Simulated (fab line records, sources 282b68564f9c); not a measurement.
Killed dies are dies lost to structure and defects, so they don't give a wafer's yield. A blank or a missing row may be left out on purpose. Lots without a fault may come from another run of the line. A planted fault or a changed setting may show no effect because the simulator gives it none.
fab line records | flow rit_cmos
record lots=15 wafers=45 last_day=8
route steps=202 shown ACTIVE@14 PWELL@48 NRETRO@62 M1@185
lots that met no fault: from a run of the same line without faults
start_h: hours from the record's first day to the start of the lot's first wafer shown | wait_h: hours since the lot's step before | " the same as in the row above | L1.1+2: a row that stands for several wafers | - no value, or no start given | * or withheld: withheld | < > ~ a bound
route shown NAME@n: a module of which the file shows steps, and the number in the route of the first | usual: mean/standard deviation of fault-free wafers | same: alike in all rows | chamber/n: place in a boat | sites: the reading at each site | _std_site: their standard deviation | _edge_site: outer sites' mean less inner sites' | radius_mm: how far each site lies from the wafer's centre | mask NAME#n: copy n | behind: the tool/chamber that last shaped the wafer | hold: why the lot was held/for how many hours/how that ended | device: the transistor (n, p or np) that didn't switch | end of line: the same wafers' tests at the end of the route | a step without rows: its recipe alone | killed: dies lost to structure and defects at the first sort, not the wafer's yield | map: a wafer's dies, x killed, . not, _ none there
set.NAME: the setting as run; set.NAME@STEP: as run at that earlier step | model.NAME: the simulator's own value behind a step, which no gauge read
steps of the route over a sample of lots; a table a step, a row a wafer
services: from which hour (start_h, from the record's first day; less than 0 if before it) a tool's chamber was out of use, for how many hours, and why
## steps
# step RIT_ACTIVE_ETCH_13
# recipe stop_on=SiO2 chemistry=SF6 target=Si3N4 time_s=210 over_etch_frac=0.4 SF6_flow_sccm=200 pressure_mtorr=260 rf_w=125 target_depth_a=2100
# usual drypump_motor_current_A=5.7/0.47 oes_product_au=0.818/0.012 rf_fwd_power_W=124.5/0.38 run_length_s=238.3/0.34 throttle_valve_pct=7.50/0.12
# columns lot.wafer tool chamber start_h wait_h drypump_motor_current_A oes_product_au rf_fwd_power_W rf_hours_counter_h run_length_s throttle_valve_pct
L628.4 rie_diel-01 1 18.22 0.1 5.6 0.803 124.6 - 237.8 7.38
L628.5 " 2 " " 6.4 0.813 125.3 - 239.2 7.63
L628.6 " 3 " " 5.7 0.820 123.9 - 238.0 7.29
L629.2 rie_diel-02 3 20.42 0.1 5.7 0.811 124.1 25 238.3 7.42
L629.4 " 1 " " 5.4 0.815 124.8 64 238.1 7.50
L629.6 " 0 " " 5.0 0.819 124.0 - 238.0 7.65
L631.2 rie_diel-02 0 29.83 0.1 5.0 0.802 125.2 3 238.2 7.65
L631.3 " 3 " " 5.7 0.800 124.5 25 238.7 7.42
L631.6 " 3 " " 5.7 0.809 124.9 - 238.2 7.41
L632.1 rie_diel-01 3 36.48 0.1 5.7 0.817 124.3 21 238.1 7.30
L632.4 " 0 " " 5.9 0.816 124.4 41 238.8 7.59
L632.5 " 0 " " 5.9 0.815 124.4 - 238.5 7.60
L633.3 rie_diel-04 1 39.82 0.1 5.7 0.817 123.9 48 238.5 7.69
L633.5 " 0 " " 6.5 0.829 124.2 - 238.6 7.47
L633.6 " 3 " " 6.1 0.832 124.2 - 239.0 7.61
L634.3 rie_diel-04 1 45.01 0.1 5.7 0.818 125.0 48 238.5 7.70
L634.4 " 3 " " 6.1 0.834 123.9 163 239.1 7.60
L634.5 " 3 " " 6.1 0.835 123.8 - 238.4 7.60
L636.1 rie_diel-02 2 55.43 0.1 5.0 0.837 124.6 127 238.0 7.44
L636.5 " 3 " " 5.7 0.816 124.3 - 238.2 7.41
L636.6 " 0 " " 5.0 0.812 123.9 - 237.9 7.64
L638.2 rie_diel-02 3 64.71 0.1 5.7 0.802 124.2 26 238.5 7.43
L638.3 " 1 " " 5.3 0.810 124.2 65 238.3 7.52
L638.5 " 2 " " 5.0 0.835 124.4 - 238.2 7.42
L639.2 rie_diel-02 1 69.83 0.1 5.4 1.001 - 65 183.2 7.51
L639.5 " 1 " " 5.4 1.002 - - 183.8 7.50
L639.6 " 0 " " 5.0 0.988 - - 183.4 7.64
L643.1 rie_diel-02 2 89.75 0.1 5.0 1.009 - 128 183.6 7.44
L643.2 " 0 " " 4.9 0.983 - 5 183.6 7.65
L643.5 " 2 " " 5.0 1.007 - - 183.4 7.44
L644.3 rie_diel-02 2 96.58 0.1 5.0 1.013 - 128 183.5 7.44
L644.4 " 0 " " 5.0 0.986 - 5 183.3 7.64
L644.5 " 2 " " 5.0 1.006 - - 183.0 7.44
L646.3 rie_diel-04 1 105.60 0.1 5.7 0.814 125.0 49 238.0 7.70
L646.4 " 0 " " 6.5 0.829 124.5 - 238.7 7.48
L646.6 " 2 " " 5.2 0.844 123.8 - 238.0 7.39
L648.2 rie_diel-01 2 114.97 0.1 6.4 0.800 124.0 101 238.6 7.62
L648.3 " 1 " " 5.6 0.792 124.7 86 238.3 7.39
L648.4 " 0 " " 5.9 0.823 124.6 43 238.6 7.61
L649.1 rie_diel-01 2 121.01 0.1 6.4 0.803 124.5 101 238.9 7.63
L649.3 " 1 " " 5.6 0.789 124.8 86 237.8 7.38
L649.6 " 3 " " 5.8 0.818 124.4 - 238.4 7.30
L650.1 rie_diel-01 3 124.99 0.1 5.7 0.813 124.0 23 238.6 7.29
L650.4 " 1 " " 5.6 0.799 124.1 86 237.8 7.38
L650.5 " 0 " " 5.9 0.823 124.9 - 238.5 7.62
# step RIT_PWELL_STRIP_09
# recipe chemistry=O2 time_s=180 resist=NOVOLAK platen_temp_c=withheld power_w=500 pressure_mtorr=4000 o2_flow_sccm=4000
# usual drypump_motor_current_A=5.7/0.39
# columns lot.wafer tool chamber start_h wait_h drypump_motor_current_A rf_hours_counter_h
L628.4 plasma_asher-01 0 26.47 0.1 5.8 -
L628.5 " 1 " " 5.3 -
L628.6 " 0 " " 5.7 -
L629.2 plasma_asher-02 0 29.74 0.1 6.4 40
L629.4 " 1 " " 5.4 -
L629.6 " 1 " " 5.4 -
L631.2 plasma_asher-01 0 38.79 0.1 5.7 37
L631.3 " 1 " " 5.3 -
L631.6 " 0 " " 5.7 -
L632.1 plasma_asher-01 1 44.35 0.1 5.3 37
L632.4 " 0 " " 5.7 -
L632.5 " 1 " " 5.3 -
L633.3 plasma_asher-02 0 47.54 0.1 6.4 -
L633.5 " 1 " " 5.4 -
L633.6 " 0 " " 6.4 -
L634.3 plasma_asher-01 0 54.68 0.1 5.8 -
L634.4 " 1 " " 5.2 -
L634.5 " 0 " " 5.8 -
L636.1 plasma_asher-01 1 64.14 0.1 5.3 41
L636.5 " 0 " " 5.7 -
L636.6 " 1 " " 5.3 -
L638.2 plasma_asher-01 1 72.13 0.1 5.2 41
L638.3 " 1 " " 5.3 -
L638.5 " 1 " " 5.2 -
L639.2 plasma_asher-03 0 79.74 0.1 6.2 42
L639.5 " 0 " " 6.2 -
L639.6 " 1 " " 6.1 -
L643.1 plasma_asher-02 1 99.54 0.1 5.5 48
L643.2 " 0 " " 6.4 48
L643.5 " 0 " " 6.4 -
L644.3 plasma_asher-01 1 104.16 0.1 5.3 -
L644.4 " 0 " " 5.8 -
L644.5 " 1 " " 5.3 -
L646.3 plasma_asher-01 1 113.80 0.1 5.3 -
L646.4 " 0 " " 5.7 -
L646.6 " 0 " " 5.7 -
L648.2 plasma_asher-01 1 124.28 0.1 5.3 47
L648.3 " 0 " " 5.7 -
L648.4 " 1 " " 5.3 -
L649.1 plasma_asher-03 1 134.74 0.1 6.1 47
L649.3 " 1 " " 6.1 -
L649.6 " 1 " " 6.1 -
L650.1 plasma_asher-01 0 135.17 0.1 5.7 48
L650.4 " 0 " " 5.8 -
L650.5 " 0 " " 5.8 -
# step RIT_NRETRO_STRIP_09
# recipe chemistry=O2 time_s=180 resist=NOVOLAK platen_temp_c=withheld power_w=500 pressure_mtorr=4000 o2_flow_sccm=4000
# usual drypump_motor_current_A=5.8/0.48
# columns lot.wafer tool chamber start_h wait_h drypump_motor_current_A rf_hours_counter_h
L628.4 plasma_asher-02 1 33.91 0.1 5.4 -
L628.5 " 1 " " 5.4 -
L628.6 " 0 " " 6.4 -
L629.2 plasma_asher-02 1 36.76 0.1 5.4 41
L629.4 " 1 " " 5.4 -
L629.6 " 0 " " 6.4 -
L631.2 plasma_asher-04 0 45.66 0.1 5.2 27
L631.3 " 0 " " 5.2 -
L631.6 " 1 " " 5.4 -
L632.1 plasma_asher-04 1 51.23 0.1 5.4 27
L632.4 " 0 " " 5.2 -
L632.5 " 1 " " 5.4 -
L633.3 plasma_asher-02 0 54.54 0.1 6.4 -
L633.5 " 0 " " 6.4 -
L633.6 " 1 " " 5.4 -
L634.3 plasma_asher-02 0 61.55 0.1 6.4 -
L634.4 " 1 " " 5.4 -
L634.5 " 1 " " 5.4 -
L636.1 plasma_asher-02 0 71.79 0.1 6.4 45
L636.5 " 0 " " 6.4 -
L636.6 " 1 " " 5.4 -
L638.2 plasma_asher-04 0 80.13 0.1 5.2 31
L638.3 " 0 " " 5.2 -
L638.5 " 0 " " 5.2 -
L639.2 plasma_asher-02 0 86.70 0.1 6.5 47
L639.5 " 0 " " 6.5 -
L639.6 " 1 " " 5.4 -
L643.1 plasma_asher-03 1 106.45 0.1 6.1 44
L643.2 " 0 " " 6.2 44
L643.5 " 1 " " 6.1 -
L644.3 plasma_asher-03 0 111.64 0.1 6.2 -
L644.4 " 1 " " 6.1 -
L644.5 " 0 " " 6.2 -
L646.3 plasma_asher-04 0 121.66 0.1 5.1 -
L646.4 " 1 " " 5.4 -
L646.6 " 0 " " 5.2 -
L648.2 plasma_asher-02 0 132.60 0.1 6.4 1
L648.3 " 1 " " 5.4 -
L648.4 " 0 " " 6.4 -
L649.1 plasma_asher-03 0 145.88 0.1 6.3 48
L649.3 " 1 " " 6.1 -
L649.6 " 1 " " 6.2 -
L650.1 plasma_asher-02 0 146.12 0.1 6.4 2
L650.4 " 1 " " 5.4 -
L650.5 " 1 " " 5.4 -
# step RIT_M1_RS_MEAS_01
# recipe thk_meas_gauge=four-point-probe reads=Al_of_M1_SPUTTER_00
# usual M1_AL_RS=0.0735/0.00083
# columns lot.wafer tool chamber start_h wait_h M1_AL_RS[ohm/sq]
L628.4 film_metro-04 - 57.74 0.2 0.0742
L628.5 " - " " 0.0747
L628.6 " - " " 0.0748
L629.2 film_metro-02 - 59.92 0.2 0.0738
L629.4 " - " " 0.0748
L629.6 " - " " 0.0745
L631.2 film_metro-02 - 70.32 0.2 0.0740
L631.3 " - " " 0.0733
L631.6 " - " " 0.0738
L632.1 film_metro-01 - 74.08 0.1 0.0748
L632.4 " - " " 0.0748
L632.5 " - " " 0.0740
L633.3 film_metro-02 - 77.89 0.2 0.0737
L633.5 " - " " 0.0736
L633.6 " - " " 0.0731
L634.3 film_metro-02 - 85.87 0.2 0.0743
L634.4 " - " " 0.0741
L634.5 " - " " 0.0740
L636.1 film_metro-02 - 95.26 0.1 0.0722
L636.5 " - " " 0.0722
L636.6 " - " " 0.0723
L638.2 film_metro-01 - 105.51 0.2 0.0741
L638.3 " - " " 0.0744
L638.5 " - " " 0.0739
L639.2 film_metro-04 - 114.43 0.2 0.0731
L639.5 " - " " 0.0744
L639.6 " - " " 0.0729
L643.1 film_metro-04 - 130.28 0.1 0.0724
L643.2 " - " " 0.0736
L643.5 " - " " 0.0728
L644.3 film_metro-01 - 137.15 0.2 0.0739
L644.4 " - " " 0.0737
L644.5 " - " " 0.0737
L646.3 film_metro-02 - 151.04 0.2 0.0738
L646.4 " - " " 0.0735
L646.6 " - " " 0.0737
L648.2 film_metro-04 - 174.91 0.2 0.0743
L648.3 " - " " 0.0736
L648.4 " - " " 0.0741
L649.1 film_metro-04 - 185.49 0.1 0.0721
L649.3 " - " " 0.0723
L649.6 " - " " 0.0725
L650.1 film_metro-01 - 187.50 0.1 0.0737
L650.4 " - " " 0.0743
L650.5 " - " " 0.0738
## services
# columns tool chamber start_h hours kind
plasma_asher-01 - -4.60 3.6 repair
plasma_asher-01 - -1.73 3.8 repair
rie_diel-01 0 10.23 9.4 repair
plasma_asher-03 - 41.29 28.1 pm
rie_diel-02 0 44.07 6.1 repair
plasma_asher-02 - 57.74 2.3 repair
rie_diel-04 - 65.71 0.7 repair
rie_diel-04 3 73.20 16.0 repair
rie_diel-04 0 78.92 4.7 repair
rie_diel-04 2 86.52 12.9 repair
rie_diel-04 3 99.46 - clean
rie_diel-04 3 99.46 18.5 scheduled_down
rie_diel-04 3 99.46 18.5 vent_cycle
plasma_asher-03 - 102.36 0.6 repair
plasma_asher-02 - 108.75 9.0 pm
plasma_asher-02 0 108.75 9.0 vent_cycle
plasma_asher-02 1 108.75 9.0 vent_cycle
plasma_asher-02 0 117.75 - clean
plasma_asher-02 1 117.75 - clean
rie_diel-04 2 118.29 - clean
rie_diel-04 2 118.29 17.4 scheduled_down
rie_diel-04 2 118.29 17.4 vent_cycle
rie_diel-01 2 135.91 7.5 repair
plasma_asher-04 - 142.29 2.6 repair
## key
first_sign step=RIT_ACTIVE_ETCH_13 reading=run_length_s direction=down sigmas=99+ usual=* struck=*
effect step=RIT_ACTIVE_ETCH_13 reading=oes_product_au direction=up sigmas=15 usual=0.818 struck=1.000
met_at RIT_ACTIVE_ETCH_13
struck_lots L639,L643,L644
sort_left_out L639.2,L639.5,L639.6,L643.1,L643.2,L643.5,L644.3,L644.4,L644.5
tester_left_out L639,L643,L644
not_acting_at RIT_PWELL_STRIP_09,RIT_NRETRO_STRIP_09,RIT_M1_RS_MEAS_01
onset_between 64.71 69.83
fault kind=process_parameter_drift tool=rie_diel-02 chamber=- onset_h=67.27 steps=RIT_ACTIVE_ETCH_13 channel=time_s offset=* shape=step end_h=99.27 acts_in=* stated=*
# tester_left_out: of these lots the tester's yield and bins aren't shown, on N5 and GAA mostly nor the transistor test; their killed dies are dies lost to structure and defects alone, not to doping, threshold or leakage, so they don't give the yield
# sort_left_out: the simulated sort isn't trusted on such a fault, so these wafers' sort isn't shown, and their yield isn't known
